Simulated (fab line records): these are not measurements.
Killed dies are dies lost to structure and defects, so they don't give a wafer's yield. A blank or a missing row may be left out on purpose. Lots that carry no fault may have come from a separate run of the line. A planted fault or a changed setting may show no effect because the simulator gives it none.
What tool caused it?    flow rit_cmos    7 lots with 21 wafers sampled at 3 steps, on a route of 202 steps

WHAT EACH GAUGE READ, for each wafer
RIT_SILICIDE_RS_MEAS_02: measures by four-point-probe.
lot   measured     on             SILICIDE_TI_RS (ohm/sq)
L394  day 3 19:20  film_metro-02  47.0 46.7 47.1
L396  day 4 03:25  film_metro-04  48.7 48.3 49.1
L398  day 4 12:23  film_metro-03  49.6 48.2 48.5
L400  day 5 01:17  film_metro-02  47.0 48.0 47.9
L403  day 5 11:16  film_metro-03  47.1 47.0 47.7
L409  day 6 20:13  film_metro-04  80.9 79.6 79.6
L414  day 7 22:25  film_metro-02  47.5 47.5 48.5

WHAT TOOL EACH LOT RAN ON (gives the tool, then ch and the chambers of the sampled wafers, and finally the start)
lot   RIT_NSD_STRIP_09                     RIT_SILICIDE_SPUTTER_01
L394  plasma_asher-01 ch 0,1, day 3 16:29  pvd_sputter-01, day 3 19:07
L396  plasma_asher-02 ch 0,1, day 4 00:34  pvd_sputter-01, day 4 03:14
L398  plasma_asher-04 ch 0,1, day 4 09:26  pvd_sputter-01, day 4 12:13
L400  plasma_asher-01 ch 0,1, day 4 22:25  pvd_sputter-01, day 5 01:08
L403  plasma_asher-01 ch 1, day 5 08:22    pvd_sputter-03, day 5 11:06
L409  plasma_asher-04 ch 0,1, day 6 17:07  pvd_sputter-03, day 6 20:02
L414  plasma_asher-02 ch 0,1, day 7 19:14  pvd_sputter-01, day 7 22:16
- RIT_NSD_STRIP_09: strips in O2, time 180 s.
- RIT_SILICIDE_SPUTTER_01: material Ti, target thk 30 nm, time 240 s.

THE ANSWER, worked out from the rows above alone
Rule: the usual values come from the lots themselves. The widest of any qualifying gaps counts: lots, ordered by their means at a reading, are off when they make up no more than a third of the lots, leave a main group of 4 or more, and stand apart from it by 3 or more times the standard deviation of that group's means. A main group whose means are all the same, to the digits that the tables above print for the reading, isn't used. Also off: a lot with no number at a reading for which 4 or more lots have one. All remaining lots with rows at the step are treated as sound.
Off: L409, at RIT_SILICIDE_RS_MEAS_02 (SILICIDE_TI_RS). Main group: mean 47.9 ohm/sq, sd 0.68.
A tool fits if, at a process step before that reading, it ran every lot that is off, and no sound lot after the first of them. The gauges at RIT_SILICIDE_RS_MEAS_02 are tried like those tools. Can't be told from this: 3 tools fit, plasma_asher-04 at RIT_NSD_STRIP_09, pvd_sputter-03 at RIT_SILICIDE_SPUTTER_01, film_metro-04 at RIT_SILICIDE_RS_MEAS_02.

WHAT THE SIMULATOR HAD PUT IN
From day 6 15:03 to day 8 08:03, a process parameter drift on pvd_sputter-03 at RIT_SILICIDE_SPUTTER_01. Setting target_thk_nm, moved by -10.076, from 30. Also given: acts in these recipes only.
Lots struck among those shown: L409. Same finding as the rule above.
